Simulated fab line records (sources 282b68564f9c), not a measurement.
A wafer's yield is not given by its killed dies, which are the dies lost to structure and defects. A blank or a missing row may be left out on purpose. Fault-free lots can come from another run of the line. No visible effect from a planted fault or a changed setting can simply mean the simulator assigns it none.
fab line records	flow rit-cmos
record lots=15	wafers=45	last-day=8
route steps=202 shown NSD@138 SDANNEAL@156 CONTACT@179 M1@202
lots with no fault: from the same line, run without faults
start-h: start of the lot's first displayed wafer, in hours after the record's first day	wait-h: time in hours since the lot's previous step	" the same as in the row above	L1.1+2: several wafers, shown together as one row	- value missing, or start not given	* or withheld: withheld	< > ~ a bound
route shown NAME@n: a module of which the file shows steps, and the number in the route of the first	usual: mean and standard deviation over wafers with no fault	same: alike in all rows	chamber/n: place in a boat	sites: the reading at each site	_std_site: standard deviation of those values	_edge_site: mean of outer sites minus mean of inner sites	radius-mm: for every site, how far away it sits from the centre of the wafer	mask NAME#n: copy n	behind: the most recent tool/chamber to have shaped the wafer	hold: why the lot was held/for how many hours/how that ended	device: whichever transistor did not switch (one of n, p or np)	end of line: at the end of the route, the tests of the same wafers	a step without rows: its recipe alone	killed: dies lost to structure and defects at the first sort, not the wafer's yield	map: per-die view of a wafer (x killed, . not killed, _ where there is no die)
set.NAME: the setting that was run; set.NAME@STEP: the one run at that earlier step	model.NAME: the simulator's own value behind a step, which no gauge read
route steps across a sampled set of lots; one table per step, one row per wafer
services: a tool's chamber out of use, with start hour (start-h, from the record's first day; less than 0 if before it), hours out, and reason
## steps
# step RIT_NSD_HARDBAKE_07
# recipe resist=NOVOLAK	temp-c=140	time-s=60
# usual heater-power-total-W=62.55/0.045	plate-temp-C=139.99/0.15
lot.wafer	tool	chamber	start-h	wait-h	heater-power-total-W	plate-temp-C
L231.2	litho-track-01	0	47.82	0.0	62.48	140.00
L231.3	"	0	"	"	62.53	140.02
L231.4	"	0	"	"	62.55	139.85
L232.2	litho-track-03	0	54.04	0.2	62.48	140.01
L232.3	"	0	"	"	62.52	140.12
L232.6	"	0	"	"	62.52	140.03
L233.1	litho-track-01	0	60.73	0.0	62.47	140.19
L233.2	"	0	"	"	62.56	140.02
L233.6	"	0	"	"	62.56	140.08
L234.2	litho-track-03	0	62.55	0.0	62.56	140.27
L234.3	"	0	"	"	62.61	140.17
L234.5	"	0	"	"	62.54	140.36
L235.1	litho-track-03	0	69.96	0.0	62.51	140.09
L235.4	"	0	"	"	62.58	140.02
L235.5	"	0	"	"	62.54	139.93
L236.1	litho-track-03	0	73.00	0.0	62.63	140.13
L236.3	"	0	"	"	62.56	139.88
L236.6	"	0	"	"	62.51	139.98
L237.1	litho-track-02	0	77.88	0.0	62.58	139.90
L237.3	"	0	"	"	62.52	139.80
L237.4	"	0	"	"	62.58	139.84
L238.1	litho-track-02	0	81.67	0.0	62.60	140.15
L238.4	"	0	"	"	62.48	140.03
L238.6	"	0	"	"	62.58	140.08
L239.2	litho-track-01	0	88.50	0.0	62.47	139.74
L239.4	"	0	"	"	62.46	140.01
L239.6	"	0	"	"	62.54	139.96
L241.1	litho-track-02	0	98.57	0.0	62.46	139.79
L241.2	"	0	"	"	62.44	140.04
L241.3	"	0	"	"	62.55	140.11
L243.2	litho-track-03	0	109.69	0.0	62.48	140.02
L243.3	"	0	"	"	62.61	139.93
L243.4	"	0	"	"	62.56	140.11
L244.3	litho-track-02	0	116.11	0.1	58.38	132.97
L244.4	"	0	"	"	58.40	132.90
L244.5	"	0	"	"	58.41	132.76
L245.1	litho-track-02	0	124.68	0.0	58.37	132.63
L245.5	"	0	"	"	58.45	132.64
L245.6	"	0	"	"	58.41	132.72
L248.3	litho-track-02	0	135.41	0.1	58.36	132.60
L248.4	"	0	"	"	58.38	132.83
L248.6	"	0	"	"	58.44	132.46
L254.1	litho-track-03	0	176.54	0.0	62.57	140.11
L254.2	"	0	"	"	62.49	139.66
L254.6	"	0	"	"	62.52	139.80
# step RIT_NSD_STRIP_09
# recipe chemistry=O2	time-s=180	resist=NOVOLAK	platen-temp-c=withheld	power-w=500	pressure-mtorr=4000	o2-flow-sccm=4000
# usual drypump-motor-current-A=6.1/0.38
lot.wafer	tool	chamber	start-h	wait-h	drypump-motor-current-A	rf-hours-counter-h
L231.2	plasma-asher-01	0	48.09	0.1	6.5	24
L231.3	"	0	"	"	6.5	-
L231.4	"	1	"	"	6.0	-
L232.2	plasma-asher-01	0	54.32	0.1	6.5	25
L232.3	"	0	"	"	6.5	-
L232.6	"	0	"	"	6.5	-
L233.1	plasma-asher-02	0	61.03	0.1	6.2	41
L233.2	"	1	"	"	5.5	41
L233.6	"	0	"	"	6.2	-
L234.2	plasma-asher-02	0	62.82	0.1	6.2	41
L234.3	"	0	"	"	6.2	-
L234.5	"	1	"	"	5.5	-
L235.1	plasma-asher-03	1	70.26	0.1	6.4	42
L235.4	"	0	"	"	5.4	-
L235.5	"	0	"	"	5.4	-
L236.1	plasma-asher-03	0	73.30	0.1	5.4	42
L236.3	"	0	"	"	5.4	-
L236.6	"	0	"	"	5.4	-
L237.1	plasma-asher-02	1	78.18	0.1	5.5	43
L237.3	"	1	"	"	5.5	-
L237.4	"	0	"	"	6.2	-
L238.1	plasma-asher-01	1	81.97	0.1	6.0	28
L238.4	"	0	"	"	6.5	-
L238.6	"	1	"	"	6.0	-
L239.2	plasma-asher-01	0	88.77	0.1	6.5	29
L239.4	"	0	"	"	6.5	-
L239.6	"	0	"	"	6.5	-
L241.1	plasma-asher-02	1	98.87	0.1	5.5	45
L241.2	"	0	"	"	6.2	45
L241.3	"	0	"	"	6.2	-
L243.2	plasma-asher-02	1	109.96	0.1	5.5	46
L243.3	"	0	"	"	6.2	-
L243.4	"	1	"	"	5.5	-
L244.3	plasma-asher-01	0	116.42	0.1	6.5	-
L244.4	"	1	"	"	6.0	-
L244.5	"	1	"	"	6.0	-
L245.1	plasma-asher-01	1	124.98	0.1	6.0	32
L245.5	"	0	"	"	6.5	-
L245.6	"	1	"	"	6.0	-
L248.3	plasma-asher-01	1	135.72	0.1	6.0	-
L248.4	"	0	"	"	6.5	-
L248.6	"	1	"	"	6.0	-
L254.1	plasma-asher-02	1	176.84	0.1	5.5	53
L254.2	"	0	"	"	6.2	53
L254.6	"	0	"	"	6.2	-
# step RIT_SDANNEAL_RTA_03
# recipe temp-c=1050	time-s=5	idle-temp-c=600	ramp-up-c-per-s=342	ramp-down-c-per-s=171	cool-to-c=600	ambient=N2
# usual chamber-o2-ppm=2.003/0.022	ramp-down-c-per-s=171.00/0.032	wafer_temp_C_max=1053.5/1.1
lot.wafer	tool	chamber	start-h	wait-h	chamber-o2-ppm	ramp-down-c-per-s	wafer_temp_C_max
L231.2	rtp-anneal-02	0	50.30	0.0	1.983	170.98	1054.3
L231.3	"	0	"	"	2.016	171.00	1054.7
L231.4	"	0	"	"	1.982	170.98	1052.3
L232.2	rtp-anneal-01	0	56.51	0.0	1.979	170.96	1051.9
L232.3	"	0	"	"	1.948	170.96	1054.5
L232.6	"	0	"	"	2.012	171.01	1057.4
L233.1	rtp-anneal-02	0	63.36	0.0	2.035	170.95	1054.5
L233.2	"	0	"	"	1.989	170.99	1054.5
L233.6	"	0	"	"	2.019	170.97	1052.8
L234.2	rtp-anneal-01	0	65.06	0.0	2.066	170.99	1053.7
L234.3	"	0	"	"	2.034	170.94	1052.5
L234.5	"	0	"	"	2.015	170.98	1053.3
L235.1	rtp-anneal-02	0	72.53	0.0	1.995	171.03	1054.5
L235.4	"	0	"	"	1.994	171.00	1053.6
L235.5	"	0	"	"	2.019	170.98	1052.2
L236.1	rtp-anneal-01	0	75.34	0.0	1.995	171.04	1052.8
L236.3	"	0	"	"	1.978	171.06	1053.2
L236.6	"	0	"	"	1.963	170.92	1052.6
L237.1	rtp-anneal-02	0	80.36	0.0	2.011	171.03	1053.6
L237.3	"	0	"	"	2.000	170.95	1053.8
L237.4	"	0	"	"	1.991	171.01	1055.1
L238.1	rtp-anneal-01	0	84.01	0.0	1.999	171.00	1053.1
L238.4	"	0	"	"	2.016	170.99	1054.7
L238.6	"	0	"	"	2.015	170.99	1055.4
L239.2	rtp-anneal-01	0	90.84	0.0	1.992	171.04	1052.5
L239.4	"	0	"	"	2.039	171.01	1052.2
L239.6	"	0	"	"	2.008	171.03	1054.9
L241.1	rtp-anneal-01	0	100.89	0.0	1.989	171.00	1054.5
L241.2	"	0	"	"	1.992	170.95	1053.3
L241.3	"	0	"	"	1.967	170.99	1052.1
L243.2	rtp-anneal-01	0	112.15	0.0	2.019	170.97	1053.5
L243.3	"	0	"	"	2.024	171.02	1053.7
L243.4	"	0	"	"	1.998	170.96	1055.6
L244.3	rtp-anneal-02	0	118.56	0.0	2.020	170.98	1053.4
L244.4	"	0	"	"	2.004	171.02	1053.8
L244.5	"	0	"	"	1.998	170.97	1052.3
L245.1	rtp-anneal-01	0	127.02	0.0	2.002	171.01	1051.8
L245.5	"	0	"	"	2.014	171.03	1053.5
L245.6	"	0	"	"	1.998	170.99	1052.8
L248.3	rtp-anneal-02	0	137.93	0.0	2.019	171.02	1052.4
L248.4	"	0	"	"	2.009	170.97	1053.1
L248.6	"	0	"	"	2.001	170.99	1055.0
L254.1	rtp-anneal-01	0	179.01	0.0	2.022	171.00	1051.6
L254.2	"	0	"	"	2.009	171.01	1052.6
L254.6	"	0	"	"	2.002	171.00	1054.0
# step RIT_CONTACT_ETCH_11
# recipe target-depth-a=4800	over-etch-frac=0.2	stop-on=TiSi2	chemistry=CHF3/CF4/Ar	target=SiO2	CHF3_flow_sccm=50	cf4-flow-sccm=10	Ar_flow_sccm=100	O2_flow_sccm=5	pressure-mtorr=100	rf-w=200	time-s=320
# usual drypump-motor-current-A=5.5/0.35	mfc-ar-sccm=100.0/0.31	oes-product-au=0.990/0.013	throttle-valve-pct=8.85/0.086
lot.wafer	tool	chamber	start-h	wait-h	drypump-motor-current-A	mfc-ar-sccm	oes-product-au	rf-hours-counter-h	throttle-valve-pct
L231.2	rie-diel-04	2	52.83	0.1	5.2	100.1	0.989	114	8.90
L231.3	"	0	"	"	5.5	99.8	0.996	112	8.91
L231.4	"	3	"	"	5.9	100.3	0.978	140	8.93
L232.2	rie-diel-03	0	58.94	0.1	4.8	100.3	0.959	114	8.80
L232.3	"	3	"	"	5.5	100.2	0.973	157	8.99
L232.6	"	0	"	"	4.8	100.2	0.968	-	8.81
L233.1	rie-diel-01	1	65.92	0.1	5.2	100.0	0.993	24	8.80
L233.2	"	2	"	"	5.6	100.1	0.990	163	8.93
L233.6	"	3	"	"	5.5	100.0	1.013	-	8.90
L234.2	rie-diel-04	3	67.62	0.1	5.9	100.4	0.989	140	8.92
L234.3	"	2	"	"	5.2	100.0	1.003	114	8.91
L234.5	"	1	"	"	5.7	99.6	1.011	-	8.83
L235.1	rie-diel-03	0	75.06	0.1	4.8	100.2	0.967	114	8.80
L235.4	"	2	"	"	6.0	100.0	0.985	109	8.68
L235.5	"	3	"	"	5.5	100.4	0.986	-	8.98
L236.1	rie-diel-01	0	78.05	0.1	5.4	100.2	1.010	126	8.76
L236.3	"	2	"	"	5.6	99.4	0.991	163	8.94
L236.6	"	0	"	"	5.4	100.4	1.004	-	8.77
L237.1	rie-diel-03	0	82.92	0.1	4.8	99.6	0.965	115	8.80
L237.3	"	2	"	"	6.0	99.4	0.992	109	8.67
L237.4	"	3	"	"	5.6	100.3	0.977	-	8.99
L238.1	rie-diel-01	0	86.57	0.1	5.5	100.2	1.001	126	8.76
L238.4	"	3	"	"	5.5	99.9	1.014	-	8.91
L238.6	"	1	"	"	5.2	99.8	0.993	-	8.81
L239.2	rie-diel-04	3	93.39	0.1	5.9	100.5	0.987	141	8.91
L239.4	"	0	"	"	5.5	100.1	0.992	113	8.89
L239.6	"	1	"	"	5.7	100.1	0.997	-	8.81
L241.1	rie-diel-04	2	103.47	0.1	5.2	100.3	0.990	115	8.91
L241.2	"	0	"	"	5.5	100.2	0.982	113	8.90
L241.3	"	1	"	"	5.7	99.6	1.006	51	8.82
L243.2	rie-diel-03	1	114.71	0.1	5.7	100.0	0.984	0	8.85
L243.3	"	0	"	"	4.8	99.7	0.969	115	8.80
L243.4	"	1	"	"	5.7	100.1	0.975	-	8.86
L244.3	rie-diel-03	2	121.11	0.1	6.0	100.0	0.996	110	8.67
L244.4	"	2	"	"	6.0	100.0	0.992	-	8.69
L244.5	"	1	"	"	5.7	100.6	0.980	-	8.84
L245.1	rie-diel-04	1	129.48	0.1	5.7	100.4	0.996	51	8.80
L245.5	"	2	"	"	5.2	99.8	0.992	-	8.90
L245.6	"	0	"	"	5.5	100.5	0.994	-	8.92
L248.3	rie-diel-01	1	140.50	0.1	5.2	99.4	0.988	25	8.80
L248.4	"	0	"	"	5.4	99.9	1.012	-	8.75
L248.6	"	1	"	"	5.2	99.8	0.989	-	8.77
L254.1	rie-diel-03	2	181.88	0.1	6.0	100.4	0.989	111	8.70
L254.2	"	0	"	"	4.7	99.7	0.969	117	8.81
L254.6	"	1	"	"	5.7	100.0	0.981	-	8.86
# step RIT_M1_PROBE_99
# usual killed-at-contacts=0.0/0.25	killed-at-front-end=6.6/2.7	killed-dies=6.7/2.7	killed-open=3.3/1.9	killed-short=3.4/1.9
# same gross-dies=264	killed_at_M0_to_M3=0	killed_at_M4_up=0	killed-at-back-side=0	killed-at-other=0
lot.wafer	tool	chamber	start-h	wait-h	killed-at-contacts	killed-at-front-end	killed-dies	killed-open	killed-short
L231.2	prober-01	-	58.51	0.1	0	4	4	1	3
L231.3	prober-01	-	58.56	0.2	0	7	7	4	3
L231.4	prober-01	-	58.61	0.2	0	6	6	4	2
L232.2	prober-02	-	63.86	0.1	0	5	5	2	3
L232.3	prober-02	-	63.91	0.2	0	7	7	6	1
L232.6	prober-02	-	64.06	0.2	0	12	12	8	4
L233.1	prober-01	-	70.92	0.1	0	8	8	5	3
L233.2	prober-01	-	70.97	0.1	0	8	8	4	4
L233.6	prober-01	-	71.17	0.2	0	9	9	6	3
L234.2	prober-02	-	73.72	0.1	0	5	5	3	2
L234.3	prober-02	-	73.77	0.2	0	3	3	2	1
L234.5	prober-02	-	73.87	0.2	0	5	5	3	2
L235.1	prober-01	-	80.42	0.1	1	4	5	4	1
L235.4	prober-01	-	80.57	0.2	0	4	4	2	2
L235.5	prober-01	-	80.62	0.2	0	9	9	6	3
L236.1	prober-02	-	83.22	0.1	1	8	9	6	3
L236.3	prober-02	-	83.32	0.2	0	10	10	6	4
L236.6	prober-02	-	83.47	0.2	0	10	10	3	7
L237.1	prober-01	-	88.67	0.1	0	4	4	3	1
L237.3	prober-01	-	88.77	0.2	0	5	5	3	2
L237.4	prober-01	-	88.82	0.2	0	6	6	2	4
L238.1	prober-02	-	92.52	0.1	0	6	6	3	3
L238.4	prober-02	-	92.67	0.2	0	4	4	2	2
L238.6	prober-02	-	92.77	0.2	0	5	5	1	3
L239.2	prober-01	-	99.70	0.1	0	8	8	5	3
L239.4	prober-01	-	99.80	0.2	1	10	11	5	6
L239.6	prober-01	-	99.90	0.2	0	7	7	4	3
L241.1	prober-01	-	110.84	0.1	0	5	5	2	3
L241.2	prober-01	-	110.89	0.1	0	2	2	1	1
L241.3	prober-01	-	110.94	0.2	0	11	11	7	4
L243.2	prober-01	-	119.74	0.1	0	7	7	3	4
L243.3	prober-01	-	119.79	0.2	0	12	12	5	7
L243.4	prober-01	-	119.84	0.2	0	9	9	3	6
L244.3	prober-02	-	126.34	0.2	0	6	6	2	4
L244.4	prober-02	-	126.39	0.2	0	5	5	5	0
L244.5	prober-02	-	126.44	0.2	0	2	2	0	2
L245.1	prober-01	-	134.46	0.1	0	8	8	5	3
L245.5	prober-01	-	134.66	0.2	0	8	8	3	5
L245.6	prober-01	-	134.71	0.2	0	3	3	2	1
L248.3	prober-01	-	148.30	0.2	0	6	6	2	4
L248.4	prober-01	-	148.35	0.2	0	7	7	6	1
L248.6	prober-01	-	148.45	0.2	0	5	5	3	2
L254.1	prober-02	-	187.59	0.1	0	7	7	3	4
L254.2	prober-02	-	187.64	0.1	0	12	12	5	7
L254.6	prober-02	-	187.84	0.2	0	8	8	4	4
# killed by level:class
L231.2 GATE:geometric-particle:short=2 FOX1:geometric-particle:short=1 GATE:geometric-particle:open=1
L231.3 GATE:geometric-particle:open=3 FOX1:geometric-particle:short=1 FOX2:geometric-particle:short=1 FOX2:geometric-particle:open=1 GATE:geometric-particle:short=1
L231.4 GATE:geometric-particle:open=3 ACTIVE:geometric-particle:open=1 FOX1:geometric-particle:short=1 SILICIDE:geometric-particle:short=1
L232.2 FOX1:geometric-particle:short=3 FOX1:geometric-particle:open=1 SILICIDE:geometric-particle:open=1
L232.3 FOX1:geometric-particle:open=2 GATE:geometric-particle:open=2 FOX2:geometric-particle:open=1 GATE:geometric-particle:short=1 SILICIDE:geometric-particle:open=1
L232.6 FOX1:geometric-particle:open=3 GATE:geometric-particle:open=3 SILICIDE:geometric-particle:short=2 GATE:geometric-particle:short=1 REOX:geometric-particle:open=1 REOX:geometric-particle:short=1 SILICIDE:geometric-particle:open=1
L233.1 FOX1:geometric-particle:short=2 GATE:geometric-particle:open=2 REOX:geometric-particle:open=2 GATE:geometric-particle:short=1 SPACER:geometric-particle:open=1
L233.2 GATE:geometric-particle:short=4 GATE:geometric-particle:open=3 FOX1:geometric-particle:open=1
L233.6 GATE:geometric-particle:open=4 GATE:geometric-particle:short=2 FOX2:geometric-particle:short=1 REOX:geometric-particle:open=1 SPACER:geometric-particle:open=1
L234.2 FOX2:geometric-particle:open=2 FOX2:geometric-particle:short=1 REOX:geometric-particle:short=1 SPACER:geometric-particle:open=1
L234.3 GATE:geometric-particle:open=1 GATE:geometric-particle:short=1 REOX:geometric-particle:open=1
L234.5 GATE:geometric-particle:open=2 FOX1:geometric-particle:open=1 GATE:geometric-particle:short=1 REOX:geometric-particle:short=1
L235.1 GATE:geometric-particle:open=4 CONTACT:geometric-particle:short=1
L235.4 FOX1:geometric-particle:open=2 GATE:geometric-particle:short=1 REOX:geometric-particle:short=1
L235.5 GATE:geometric-particle:short=3 GATE:geometric-particle:open=3 FOX1:geometric-particle:open=2 REOX:geometric-particle:open=1
L236.1 GATE:geometric-particle:open=2 SPACER:geometric-particle:open=2 FOX1:geometric-particle:open=1 FOX2:geometric-particle:open=1 GATE:geometric-particle:short=1 SPACER:geometric-particle:short=1 CONTACT:geometric-particle:short=1
L236.3 GATE:geometric-particle:open=2 REOX:geometric-particle:open=2 FOX1:geometric-particle:short=1 FOX2:geometric-particle:short=1 GATE:geometric-particle:short=1 REOX:geometric-particle:short=1 SPACER:geometric-particle:open=1 SILICIDE:geometric-particle:open=1
L236.6 FOX1:geometric-particle:short=3 SILICIDE:geometric-particle:short=2 GATE:geometric-particle:open=1 GATE:geometric-particle:short=1 SPACER:geometric-particle:open=1 SPACER:geometric-particle:short=1 SILICIDE:geometric-particle:open=1
L237.1 FOX2:geometric-particle:open=1 GATE:geometric-particle:open=1 SPACER:geometric-particle:open=1 SPACER:geometric-particle:short=1
L237.3 SPACER:geometric-particle:open=2 GATE:geometric-particle:short=1 GATE:geometric-particle:open=1 SILICIDE:geometric-particle:short=1
L237.4 GATE:geometric-particle:short=2 GATE:geometric-particle:open=1 REOX:geometric-particle:short=1 SPACER:geometric-particle:open=1 SPACER:geometric-particle:short=1
L238.1 SPACER:geometric-particle:open=2 SILICIDE:geometric-particle:short=2 FOX1:geometric-particle:short=1 FOX2:geometric-particle:open=1
L238.4 FOX1:geometric-particle:short=1 FOX1:geometric-particle:open=1 GATE:geometric-particle:open=1 GATE:geometric-particle:short=1
L238.6 GATE:geometric-particle:open=1 GATE:geometric-particle:short=1 SPACER:geometric-particle:short=1 SILICIDE:geometric-particle:short=1 PSD:coat-microbubble-printed=1
L239.2 FOX1:geometric-particle:open=3 REOX:geometric-particle:open=2 FOX1:geometric-particle:short=1 FOX2:geometric-particle:short=1 GATE:geometric-particle:short=1
L239.4 REOX:geometric-particle:short=3 FOX1:geometric-particle:open=2 GATE:geometric-particle:open=2 GATE:geometric-particle:short=2 SILICIDE:geometric-particle:open=1 CONTACT:geometric-particle:short=1
L239.6 GATE:geometric-particle:open=2 FOX1:geometric-particle:open=1 FOX2:geometric-particle:short=1 GATE:geometric-particle:short=1 REOX:geometric-particle:short=1 SILICIDE:geometric-particle:open=1
L241.1 GATE:geometric-particle:short=2 FOX1:geometric-particle:short=1 FOX1:geometric-particle:open=1 GATE:geometric-particle:open=1
L241.2 FOX1:geometric-particle:open=1 GATE:geometric-particle:short=1
L241.3 GATE:geometric-particle:short=3 GATE:geometric-particle:open=3 SILICIDE:geometric-particle:open=2 FOX1:geometric-particle:open=1 SPACER:geometric-particle:open=1 SILICIDE:geometric-particle:short=1
L243.2 FOX1:geometric-particle:open=2 GATE:geometric-particle:short=2 SPACER:geometric-particle:short=2 SPACER:geometric-particle:open=1
L243.3 GATE:geometric-particle:short=3 FOX2:geometric-particle:short=2 SPACER:geometric-particle:open=2 SPACER:geometric-particle:short=2 FOX2:geometric-particle:open=1 GATE:geometric-particle:open=1 REOX:geometric-particle:open=1
L243.4 GATE:geometric-particle:short=4 FOX1:geometric-particle:short=1 GATE:geometric-particle:open=1 SPACER:geometric-particle:open=1 SPACER:geometric-particle:short=1 SILICIDE:geometric-particle:open=1
L244.3 GATE:geometric-particle:short=1 GATE:geometric-particle:open=1 REOX:geometric-particle:open=1 REOX:geometric-particle:short=1 SPACER:geometric-particle:short=1 SILICIDE:geometric-particle:short=1
L244.4 FOX1:geometric-particle:open=1 FOX2:geometric-particle:open=1 GATE:geometric-particle:open=1 REOX:geometric-particle:open=1 SILICIDE:geometric-particle:open=1
L244.5 GATE:geometric-particle:short=1 REOX:geometric-particle:short=1
L245.1 SILICIDE:geometric-particle:open=2 FOX1:geometric-particle:short=1 FOX1:geometric-particle:open=1 FOX2:geometric-particle:short=1 GATE:geometric-particle:open=1 GATE:geometric-particle:short=1 REOX:geometric-particle:open=1
L245.5 GATE:geometric-particle:short=3 FOX1:geometric-particle:short=2 GATE:geometric-particle:open=2 FOX1:geometric-particle:open=1
L245.6 GATE:geometric-particle:open=2 SPACER:geometric-particle:short=1
L248.3 GATE:geometric-particle:short=2 SPACER:geometric-particle:short=2 GATE:geometric-particle:open=1 SILICIDE:geometric-particle:open=1
L248.4 GATE:geometric-particle:open=5 REOX:geometric-particle:open=1 SPACER:geometric-particle:short=1
L248.6 FOX1:geometric-particle:short=1 FOX2:geometric-particle:open=1 GATE:geometric-particle:open=1 GATE:geometric-particle:short=1 REOX:geometric-particle:open=1
L254.1 GATE:geometric-particle:short=2 REOX:geometric-particle:short=2 FOX2:geometric-particle:open=1 REOX:geometric-particle:open=1 SPACER:geometric-particle:open=1
L254.2 FOX2:geometric-particle:open=2 GATE:geometric-particle:short=2 SPACER:geometric-particle:short=2 FOX1:geometric-particle:short=1 FOX2:geometric-particle:short=1 GATE:geometric-particle:open=1 SPACER:geometric-particle:open=1 SILICIDE:geometric-particle:open=1
L254.6 FOX2:geometric-particle:open=2 GATE:geometric-particle:open=2 FOX1:geometric-particle:short=1 FOX2:geometric-particle:short=1 GATE:geometric-particle:short=1 SPACER:geometric-particle:short=1
## services
tool	chamber	start-h	hours	kind
rie-diel-03	3	35.25	9.1	repair
plasma-asher-02	-	43.78	0.9	repair
rie-diel-03	-	48.09	2.5	repair
plasma-asher-03	-	56.69	2.8	pm
rie-diel-04	0	58.18	22.7	repair
rie-diel-03	1	75.40	-	clean
rie-diel-03	1	75.40	16.6	scheduled-down
rie-diel-03	1	75.40	16.6	vent-cycle
rie-diel-01	2	80.22	-	clean
rie-diel-01	2	80.22	23.5	scheduled-down
rie-diel-01	2	80.22	23.5	vent-cycle
rtp-anneal-02	-	83.96	29.6	pm
plasma-asher-03	-	108.75	9.0	pm
plasma-asher-03	0	108.75	9.0	vent-cycle
rie-diel-03	3	109.55	-	clean
rie-diel-03	3	109.55	20.2	scheduled-down
rie-diel-03	3	109.55	20.2	vent-cycle
rie-diel-03	-	111.51	1.0	repair
rie-diel-04	3	127.92	6.3	repair
rie-diel-01	2	132.48	1.5	repair
rie-diel-04	0	133.90	50.4	repair
rie-diel-01	3	136.69	4.3	repair
plasma-asher-03	-	142.18	0.6	repair
plasma-asher-01	-	175.77	4.3	repair
## key
first-sign step=RIT_NSD_HARDBAKE_07	reading=heater-power-total-W	direction=down	sigmas=92	usual=62.55	struck=58.40
effect step=RIT_NSD_HARDBAKE_07	reading=plate-temp-C	direction=down	sigmas=50	usual=*	struck=*
met-at RIT_NSD_HARDBAKE_07
struck-lots L244,L245,L248
tester-left-out L244,L245,L248
not-acting-at RIT_NSD_STRIP_09,RIT_SDANNEAL_RTA_03,RIT_CONTACT_ETCH_11
onset-between 98.57 116.11
fault kind=process-parameter-drift	tool=litho-track-02	chamber=-	onset-h=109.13	steps=RIT_NSD_HARDBAKE_07	channel=temp-c	offset=*	shape=step	end-h=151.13	acts-in=*	stated=*
# tester-left-out: of these lots the tester's yield and bins aren't shown, on N5 and GAA mostly nor the transistor test; their killed dies are dies lost to structure and defects alone, not to doping, threshold or leakage, so they don't give the yield
